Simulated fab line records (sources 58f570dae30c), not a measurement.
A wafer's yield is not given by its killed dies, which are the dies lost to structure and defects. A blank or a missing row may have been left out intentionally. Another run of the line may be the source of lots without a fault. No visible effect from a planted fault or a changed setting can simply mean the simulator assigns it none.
Problem report, 8D (eight disciplines) form, completed by code :: flow berkeley_cmos170 :: the parts of the form that need people (team, actions taken, sign-off) are left out

1. THE PROBLEM
NSD_RS at UCB170_SDANNEAL_RS_MEAS_03 reads a mean of 38.17 ohm/sq on 9 wafers of 3 lots; wafers without a fault read 37.27 ohm/sq with a standard deviation of 0.073. Measured from the usual mean, that is +12 standard deviations.
The step: measures by four-point-probe.
Earliest sighting: wafer L243.1 on film_metro-02 at day 9 20:44. Wafers with a number at this step in the record: 45, from 15 lots. Rule for "out", or "out of limits": more than 4 standard deviations from the usual mean. The other wafers with a number count as sound.

2. WHAT IT IS, WHAT IT ISN'T
question: which readings at this step
is: NSD_RS
is not: -

question: which lots
is: L243, L245, L246
is not: L228, L230, L232, L233, L234, L235, L236, L237, L239, L244, L248, L249

question: which wafers of those lots
is: all that have a number
is not: -

question: read on which gauges
is: film_metro-02, film_metro-03, film_metro-04
is not: -

question: when
is: from day 9 20:44
is not: up to then (27 sound wafers); but 9 sound wafers of L244, L248, L249 came after

3. THE SUSPECTS, EACH WITH WHAT RULES IT OUT
Counting: a tool at any process step up to the reading remains a suspect when it ran all the lots that are out and ran no sound lot after the first of those.
- the gauge at UCB170_SDANNEAL_RS_MEAS_03 has been ruled out. 3 gauges (film_metro-02, film_metro-03, film_metro-04) read the wafers that are out.
- implanter-02 at UCB170_NSD_IMPLANT_08: kept. It ran every lot that is out, first L243 (day 9 19:02), and no sound lot after that; its last sound lot up to then is L237 (day 9 17:54). Its own dose_ions_cm2 readings are out on those wafers.
Remaining after the count: implanter-02 at UCB170_NSD_IMPLANT_08.

4. THE CAUSE (what the simulator had put in)
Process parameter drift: implanter-02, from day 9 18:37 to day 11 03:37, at UCB170_NSD_IMPLANT_08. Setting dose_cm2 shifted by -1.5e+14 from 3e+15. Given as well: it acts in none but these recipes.
Only this tool survived the counting.

5. SEQUENCE OF EFFECTS, ordered by route
One row per reading whose mean, taken over the struck wafers that have a number, lies over 3 standard deviations from the usual. Scope: only readings with a usual standard deviation given in the record; hours: median across lots of the time from each lot's start at the first step in this table that gives one to its start at this step; sigmas: change in usual standard deviations.
hours: 0
step: UCB170_NSD_IMPLANT_08
reading: dose_ions_cm2
usual: 3e+15
on struck wafers: 3e+15
change: -1e+14
sigmas: -43

hours: 0
step: UCB170_NSD_IMPLANT_08
reading: faraday_current_uA
usual: 9273
on struck wafers: 8746
change: -527
sigmas: -3.3

hours: 0
step: UCB170_NSD_STRIP_09
reading: strip_time_to_endpoint_s
usual: 35.79 s
on struck wafers: 35.30
change: -0.49
sigmas: -6.9

hours: 3
step: UCB170_SDANNEAL_RS_MEAS_03
reading: NSD_RS
usual: 37.27 ohm/sq
on struck wafers: 38.17
change: +0.90
sigmas: +12
It contains these process steps:
- UCB170_NSD_IMPLANT_08
- UCB170_NSD_STRIP_09: strips in O2.

6. HOW IT WOULD HAVE BEEN CAUGHT EARLIER
In this record the first reading out of limits at a measuring or inspecting step was taken at day 9 20:44, 2 hours after the fault began at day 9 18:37.
Tool's own readings at UCB170_NSD_IMPLANT_08, dose_ions_cm2: out on all struck wafers the step has rows for; an alarm limit on them would have tripped on the first.
Among the 3 lots that are out, L246, L245 began UCB170_NSD_IMPLANT_08 on implanter-02 after day 9 20:44. A hold on the tool at that time would have spared those 2.
